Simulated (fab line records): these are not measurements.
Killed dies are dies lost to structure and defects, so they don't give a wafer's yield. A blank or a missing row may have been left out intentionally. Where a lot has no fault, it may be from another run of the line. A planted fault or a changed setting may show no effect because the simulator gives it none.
fab line records	flow rit_cmos
record lots=6	wafers=18	last_day=7
route steps=202 shown NSD@138 PSD@142 SDANNEAL@153 M1@202
lots with no fault: from the same line, run without faults
start_h: hours from the record's first day to the start of the lot's first wafer shown	wait_h: hours elapsed since this lot's preceding step	" same as the row above	L1.1+2: several wafers, shown together as one row	- no value, or no start was given	* or withheld: withheld	< > ~ a bound
route shown NAME@n: names a module that has steps shown in the file, with the first one's number in the route	usual: average and standard deviation across the fault-free wafers	same: alike in all rows	chamber/n: place in a boat	sites: each site's reading	_std_site: the standard deviation of these	_edge_site: mean of outer sites minus mean of inner sites	radius_mm: how far each site lies from the wafer's centre	mask NAME#n: copy n	behind: the last tool/chamber to shape the wafer	hold: why the lot went on hold/how many hours it stayed there/how the hold came to an end	device: names the non-switching transistor (n, p or np)	end of line: the tests these same wafers got at the end of their route	a step with no rows: only its recipe	killed: dies lost to structure and defects at the first sort, not the wafer's yield	map: per-die view of a wafer (x killed, . not killed, _ where there is no die)
set.NAME: the setting as run; set.NAME@STEP: as run at that earlier step	model.NAME: the simulator's own value behind a step, which no gauge read
a table for each step, a row for each wafer; lots at some steps of the route
services: when a tool's chamber went out of use (start_h, in hours from the record's first day, below 0 if earlier), for how many hours, and the reason
## steps
# step RIT_NSD_HARDBAKE_07
# recipe resist=NOVOLAK	temp_c=140	time_s=60
# step RIT_NSD_IMPLANT_08
# recipe species=P	energy_kev=25	dose_cm2=1e+15	tilt_deg=7
# step RIT_NSD_STRIP_09
# recipe chemistry=O2	time_s=180	resist=NOVOLAK	platen_temp_c=withheld	power_w=500	pressure_mtorr=4000	o2_flow_sccm=4000
# usual drypump_motor_current_A=5.4/0.49
lot.wafer	tool	chamber	start_h	wait_h	drypump_motor_current_A	rf_hours_counter_h
L258.3	plasma_asher-04	0	82.04	0.1	6.2	-
L258.5	"	0	"	"	6.2	-
L258.6	"	1	"	"	4.7	-
L263.1	plasma_asher-01	1	107.26	0.1	5.1	49
L263.5	"	1	"	"	5.0	-
L263.6	"	0	"	"	5.4	-
L264.1	plasma_asher-02	0	112.81	0.1	5.9	28
L264.5	"	0	"	"	5.9	-
L264.6	"	1	"	"	5.5	-
L268.1	plasma_asher-04	1	134.63	0.1	4.7	52
L268.2	"	0	"	"	6.2	52
L268.5	"	1	"	"	4.7	-
L270.1	plasma_asher-04	1	143.73	0.1	4.7	53
L270.4	"	1	"	"	4.7	-
L270.6	"	1	"	"	4.8	-
L272.1	plasma_asher-02	0	151.66	0.1	5.9	33
L272.3	"	0	"	"	5.9	-
L272.6	"	0	"	"	5.9	-
# step RIT_NSD_TW_MEAS_10
# usual NSD_TW=3083/30
lot.wafer	tool	chamber	start_h	wait_h	NSD_TW
L258.3	film_metro-04	-	82.17	0.1	3120
L258.5	"	-	"	"	3133
L258.6	"	-	"	"	3104
L263.1	film_metro-04	-	107.43	0.1	3111
L263.5	"	-	"	"	3104
L263.6	"	-	"	"	3112
L264.1	film_metro-01	-	112.98	0.1	3039
L264.5	"	-	"	"	3030
L264.6	"	-	"	"	3034
L268.1	film_metro-03	-	134.80	0.1	3073
L268.2	"	-	"	"	3053
L268.5	"	-	"	"	3062
L270.1	film_metro-04	-	143.91	0.1	3100
L270.4	"	-	"	"	3091
L270.6	"	-	"	"	3101
L272.1	film_metro-03	-	151.84	0.1	3063
L272.3	"	-	"	"	3060
L272.6	"	-	"	"	3061
# step RIT_PSD_HMDS_00
# recipe prime_time_s=60	prime_temp_c=140
# step RIT_PSD_COAT_01
# recipe resist=NOVOLAK	spin_rpm=3250	resist_thk_nm=1000
# step RIT_PSD_SOFTBAKE_02
# recipe resist=NOVOLAK	temp_c=90	time_s=60
# step RIT_PSD_EXPOSE_03
# recipe mask_id=M10	na=0.57	target_cd_nm=40900	dose_mj=250
# step RIT_PSD_PEB_04
# recipe resist=NOVOLAK	temp_c=withheld	time_s=withheld
# step RIT_PSD_DEVELOP_05
# recipe resist=NOVOLAK	develop_time_s=50	dev_temp_c=23
# step RIT_PSD_OVL_MEAS_06
# usual PSD_OVL=-0.8/1.3
lot.wafer	tool	chamber	start_h	wait_h	PSD_OVL[nm]
L258.3	overlay-01	-	83.23	-	-1.8
L258.5	"	-	"	"	-3.9
L258.6	"	-	"	"	-1.8
L263.1	overlay-01	-	108.34	-	-2.4
L263.5	"	-	"	"	-1.3
L263.6	"	-	"	"	-2.6
L264.1	overlay-02	-	113.89	-	-2.8
L264.5	"	-	"	"	-2.8
L264.6	"	-	"	"	-2.1
L268.1	overlay-02	-	135.71	-	-0.4
L268.2	"	-	"	"	-1.0
L268.5	"	-	"	"	-2.4
L270.1	overlay-02	-	144.82	-	0.8
L270.4	"	-	"	"	-0.1
L270.6	"	-	"	"	0.1
L272.1	overlay-02	-	152.90	-	0.5
L272.3	"	-	"	"	2.2
L272.6	"	-	"	"	1.7
# step RIT_PSD_HARDBAKE_07
# recipe resist=NOVOLAK	temp_c=140	time_s=60
# step RIT_PSD_IMPLANT_08
# recipe species=BF2	energy_kev=27	dose_cm2=5e+15	tilt_deg=7
# usual beam_on_s=12.60/0.29	dose_ions_cm2=5e+15/5.9e+12
lot.wafer	tool	chamber	start_h	wait_h	beam_on_s	dose_ions_cm2
L258.3	implanter-04	0	83.46	0.1	12.18	4.999e+15
L258.5	"	0	"	"	11.94	4.996e+15
L258.6	"	0	"	"	12.39	5.007e+15
L263.1	implanter-02	0	108.53	0.1	12.73	4.995e+15
L263.5	"	0	"	"	13.42	5.001e+15
L263.6	"	0	"	"	12.86	4.996e+15
L264.1	implanter-02	0	114.08	0.1	20.37	8.005e+15
L264.5	"	0	"	"	19.53	8.008e+15
L264.6	"	0	"	"	21.07	8.001e+15
L268.1	implanter-02	0	135.90	0.1	20.34	7.996e+15
L268.2	"	0	"	"	20.32	7.994e+15
L268.5	"	0	"	"	20.10	8.001e+15
L270.1	implanter-01	0	145.00	0.1	13.04	4.995e+15
L270.4	"	0	"	"	12.48	4.999e+15
L270.6	"	0	"	"	12.45	5.002e+15
L272.1	implanter-01	0	153.09	0.1	12.75	4.994e+15
L272.3	"	0	"	"	11.95	5.002e+15
L272.6	"	0	"	"	12.73	4.997e+15
# step RIT_PSD_STRIP_09
# recipe chemistry=O2	time_s=180	resist=NOVOLAK	platen_temp_c=withheld	power_w=500	pressure_mtorr=4000	o2_flow_sccm=4000
# usual drypump_motor_current_A=5.5/0.61
lot.wafer	tool	chamber	start_h	wait_h	drypump_motor_current_A	rf_hours_counter_h
L258.3	plasma_asher-04	1	83.62	0.1	4.7	-
L258.5	"	0	"	"	6.2	-
L258.6	"	1	"	"	4.7	-
L263.1	plasma_asher-01	0	108.68	0.1	5.4	49
L263.5	"	1	"	"	5.0	-
L263.6	"	0	"	"	5.4	-
L264.1	plasma_asher-03	1	114.23	0.1	6.6	48
L264.5	"	1	"	"	6.6	-
L264.6	"	0	"	"	5.6	-
L268.1	plasma_asher-04	1	136.05	0.1	4.7	52
L268.2	"	0	"	"	6.2	52
L268.5	"	1	"	"	4.7	-
L270.1	plasma_asher-04	0	145.15	0.1	6.2	53
L270.4	"	1	"	"	4.7	-
L270.6	"	1	"	"	4.8	-
L272.1	plasma_asher-01	0	153.24	0.1	5.4	4
L272.3	"	0	"	"	5.4	-
L272.6	"	1	"	"	5.0	-
# step RIT_PSD_TW_MEAS_10
# usual PSD_TW=3385/35
lot.wafer	tool	chamber	start_h	wait_h	PSD_TW
L258.3	film_metro-03	-	83.75	0.1	3353
L258.5	"	-	"	"	3363
L258.6	"	-	"	"	3361
L263.1	film_metro-01	-	108.85	0.1	3346
L263.5	"	-	"	"	3329
L263.6	"	-	"	"	3330
L264.1	film_metro-03	-	114.40	0.1	3488
L264.5	"	-	"	"	3470
L264.6	"	-	"	"	3469
L268.1	film_metro-01	-	136.22	0.1	3427
L268.2	"	-	"	"	3441
L268.5	"	-	"	"	3454
L270.1	film_metro-04	-	145.33	0.1	3436
L270.4	"	-	"	"	3429
L270.6	"	-	"	"	3438
L272.1	film_metro-04	-	153.41	0.1	3441
L272.3	"	-	"	"	3432
L272.6	"	-	"	"	3454
# step RIT_SDANNEAL_CLEAN_00
# recipe chemistry=SC1	mix=3:3:50	time_s=600	temp_c=75
# step RIT_SDANNEAL_CLEAN_01
# recipe chemistry=dHF	dilution=50:1	time_s=30
# step RIT_SDANNEAL_CLEAN_02
# recipe chemistry=SC2	mix=3:3:50	time_s=600	temp_c=75	dry=n2_spin
# step RIT_SDANNEAL_RTA_03
# recipe temp_c=1050	time_s=5	idle_temp_c=600	ramp_up_c_per_s=342	ramp_down_c_per_s=171	cool_to_c=600	ambient=N2
# usual wafer_temp_C_max=1053.6/1.2
lot.wafer	tool	chamber	start_h	wait_h	wafer_temp_C_max
L258.3	rtp_anneal-01	0	84.18	0.0	1052.7
L258.5	"	0	"	"	1053.9
L258.6	"	0	"	"	1053.1
L263.1	rtp_anneal-02	0	109.31	0.0	1053.2
L263.5	"	0	"	"	1052.2
L263.6	"	0	"	"	1051.6
L264.1	rtp_anneal-01	0	114.86	0.0	1054.7
L264.5	"	0	"	"	1053.4
L264.6	"	0	"	"	1055.1
L268.1	rtp_anneal-01	0	136.68	0.0	1052.8
L268.2	"	0	"	"	1051.5
L268.5	"	0	"	"	1054.2
L270.1	rtp_anneal-02	0	145.96	0.0	1053.5
L270.4	"	0	"	"	1053.8
L270.6	"	0	"	"	1053.3
L272.1	rtp_anneal-02	0	153.84	0.0	1054.7
L272.3	"	0	"	"	1053.4
L272.6	"	0	"	"	1051.9
# step RIT_SDANNEAL_RS_MEAS_04
# recipe thk_meas_gauge=four-point-probe
# usual PSD_RS=115.96/0.28
lot.wafer	tool	chamber	start_h	wait_h	PSD_RS[ohm/sq]
L258.3	film_metro-01	-	84.26	0.1	115.98
L258.5	"	-	"	"	116.38
L258.6	"	-	"	"	116.23
L263.1	film_metro-03	-	109.37	0.0	115.88
L263.5	"	-	"	"	116.34
L263.6	"	-	"	"	116.02
L264.1	film_metro-04	-	114.92	0.0	109.90
L264.5	"	-	"	"	110.18
L264.6	"	-	"	"	110.20
L268.1	film_metro-03	-	136.80	0.1	110.46
L268.2	"	-	"	"	110.07
L268.5	"	-	"	"	110.40
L270.1	film_metro-01	-	146.02	0.0	116.17
L270.4	"	-	"	"	115.77
L270.6	"	-	"	"	115.92
L272.1	film_metro-01	-	153.90	0.0	116.05
L272.3	"	-	"	"	116.37
L272.6	"	-	"	"	116.22
# step RIT_SDANNEAL_RS_MEAS_05
# recipe thk_meas_gauge=four-point-probe
# usual NSD_RS=84.63/0.29
lot.wafer	tool	chamber	start_h	wait_h	NSD_RS[ohm/sq]
L258.3	film_metro-01	-	84.38	0.1	85.10
L258.5	"	-	"	"	84.39
L258.6	"	-	"	"	84.77
L263.1	film_metro-03	-	109.49	0.1	84.63
L263.5	"	-	"	"	84.80
L263.6	"	-	"	"	84.74
L264.1	film_metro-04	-	115.04	0.1	84.49
L264.5	"	-	"	"	84.43
L264.6	"	-	"	"	84.13
L268.1	film_metro-03	-	136.92	0.1	85.08
L268.2	"	-	"	"	84.91
L268.5	"	-	"	"	84.61
L270.1	film_metro-01	-	146.14	0.1	85.14
L270.4	"	-	"	"	85.05
L270.6	"	-	"	"	84.83
L272.1	film_metro-01	-	154.02	0.1	84.68
L272.3	"	-	"	"	84.62
L272.6	"	-	"	"	84.72
# step RIT_M1_PROBE_99
# usual killed_at_contacts=0.1/0.27	killed_at_front_end=6.1/2.9	killed_dies=6.2/2.9	killed_on_rim=1.5/1.3	killed_open=3.2/1.9	killed_short=3/1.9
# same gross_dies=264	killed_at_M0_to_M3=0	killed_at_M4_up=0	killed_at_back_side=0	killed_at_other=0
lot.wafer	tool	chamber	start_h	wait_h	killed_at_contacts	killed_at_front_end	killed_dies	killed_on_rim	killed_open	killed_short
L258.3	prober-02	-	91.73	0.2	0	2	2	0	2	0
L258.5	prober-02	-	91.83	0.2	0	8	8	2	3	5
L258.6	prober-02	-	91.88	0.2	0	0	0	0	0	0
L263.1	prober-02	-	116.70	0.1	0	5	5	2	4	1
L263.5	prober-02	-	116.90	0.2	0	11	11	4	7	4
L263.6	prober-02	-	116.95	0.2	1	9	10	4	4	6
L264.1	prober-01	-	122.61	0.1	0	2	2	1	1	1
L264.5	prober-01	-	122.81	0.2	0	7	7	1	5	2
L264.6	prober-01	-	122.86	0.2	0	4	4	0	1	3
L268.1	prober-01	-	144.39	0.1	0	10	10	0	7	3
L268.2	prober-01	-	144.44	0.1	0	5	5	1	3	2
L268.5	prober-01	-	144.59	0.2	0	10	10	2	4	6
L270.1	prober-01	-	154.13	0.1	0	3	3	2	1	2
L270.4	prober-01	-	154.28	0.2	0	5	5	0	0	5
L270.6	prober-01	-	154.38	0.2	0	10	10	1	5	5
L272.1	prober-01	-	161.53	0.1	0	4	4	1	1	3
L272.3	prober-01	-	161.63	0.2	0	10	10	1	3	7
L272.6	prober-01	-	161.78	0.2	0	6	6	1	3	3
# killed by level:class
L258.3 SPACER:geometric_particle:open=1 SILICIDE:geometric_particle:open=1
L258.5 SPACER:geometric_particle:short=2 SILICIDE:geometric_particle:open=2 FOX1:geometric_particle:short=1 FOX2:geometric_particle:short=1 GATE:geometric_particle:open=1 REOX:geometric_particle:short=1
L263.1 SILICIDE:geometric_particle:open=2 FOX1:geometric_particle:short=1 FOX2:geometric_particle:open=1 SPACER:geometric_particle:open=1
L263.5 FOX1:geometric_particle:open=2 GATE:geometric_particle:open=2 SILICIDE:geometric_particle:open=2 FOX1:geometric_particle:short=1 FOX2:geometric_particle:short=1 REOX:geometric_particle:short=1 REOX:geometric_particle:open=1 SILICIDE:geometric_particle:short=1
L263.6 GATE:geometric_particle:short=3 FOX2:geometric_particle:short=2 FOX1:geometric_particle:open=1 FOX2:geometric_particle:open=1 GATE:geometric_particle:open=1 SILICIDE:geometric_particle:open=1 CONTACT:geometric_particle:short=1
L264.1 GATE:geometric_particle:short=1 SPACER:geometric_particle:open=1
L264.5 GATE:geometric_particle:open=2 FOX1:geometric_particle:open=1 FOX2:geometric_particle:open=1 GATE:geometric_particle:short=1 REOX:geometric_particle:short=1 SPACER:geometric_particle:open=1
L264.6 GATE:geometric_particle:short=2 FOX2:geometric_particle:open=1 REOX:geometric_particle:short=1
L268.1 FOX1:geometric_particle:open=3 GATE:geometric_particle:open=3 FOX1:geometric_particle:short=1 GATE:geometric_particle:short=1 REOX:geometric_particle:open=1 SPACER:geometric_particle:short=1
L268.2 SPACER:geometric_particle:open=2 FOX1:geometric_particle:short=1 REOX:geometric_particle:open=1 SILICIDE:geometric_particle:short=1
L268.5 FOX1:geometric_particle:short=3 GATE:geometric_particle:short=2 GATE:geometric_particle:open=2 FOX1:geometric_particle:open=1 REOX:geometric_particle:open=1 SPACER:geometric_particle:short=1
L270.1 FOX2:geometric_particle:short=2 GATE:geometric_particle:open=1
L270.4 SPACER:geometric_particle:short=2 FOX1:geometric_particle:short=1 GATE:geometric_particle:short=1 REOX:geometric_particle:short=1
L270.6 FOX1:geometric_particle:short=2 REOX:geometric_particle:open=2 FOX1:geometric_particle:open=1 FOX2:geometric_particle:open=1 FOX2:geometric_particle:short=1 GATE:geometric_particle:short=1 REOX:geometric_particle:short=1 SPACER:geometric_particle:open=1
L272.1 GATE:geometric_particle:short=3 FOX1:geometric_particle:open=1
L272.3 GATE:geometric_particle:short=4 GATE:geometric_particle:open=2 FOX1:geometric_particle:short=1 REOX:geometric_particle:open=1 SPACER:geometric_particle:short=1 SILICIDE:geometric_particle:short=1
L272.6 FOX2:geometric_particle:open=1 FOX2:geometric_particle:short=1 GATE:geometric_particle:open=1 REOX:geometric_particle:open=1 REOX:geometric_particle:short=1 SILICIDE:geometric_particle:short=1
## services
tool	chamber	start_h	hours	kind
plasma_asher-02	-	105.11	0.7	repair
plasma_asher-01	-	108.85	9.0	pm
plasma_asher-01	0	108.85	9.0	vent_cycle
plasma_asher-01	1	108.85	9.0	vent_cycle
plasma_asher-01	0	117.85	-	clean
plasma_asher-01	1	117.85	-	clean
rtp_anneal-01	-	127.12	3.8	pm
implanter-02	-	146.47	5.1	repair
plasma_asher-04	-	151.20	3.0	repair
implanter-04	-	151.42	5.6	pm
## key
first_sign step=RIT_PSD_IMPLANT_08	reading=dose_ions_cm2	direction=up	sigmas=99+	usual=5e+15	struck=8.001e+15
effect step=RIT_PSD_IMPLANT_08	reading=beam_on_s	direction=up	sigmas=26	usual=12.60	struck=20.29
effect step=RIT_PSD_TW_MEAS_10	reading=PSD_TW	direction=up	sigmas=2.1	usual=3385	struck=3458
effect step=RIT_SDANNEAL_RS_MEAS_04	reading=PSD_RS	direction=down	sigmas=20	usual=115.96	struck=110.20
met_at RIT_PSD_IMPLANT_08
struck_wafers L264.1,L264.5,L264.6,L268.1,L268.2,L268.5
tester_left_out L264,L268
onset_between 108.53 114.08
fault kind=process_parameter_drift	tool=implanter-02	chamber=-	onset_h=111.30	steps=RIT_PSD_IMPLANT_08	channel=dose_cm2	offset=3e+15	shape=step	end_h=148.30	acts_in=these_recipes_only	stated=5e+15
# tester_left_out: of these lots the tester's yield and bins aren't shown, on N5 and GAA mostly nor the transistor test; their killed dies are dies lost to structure and defects alone, not to doping, threshold or leakage, so they don't give the yield
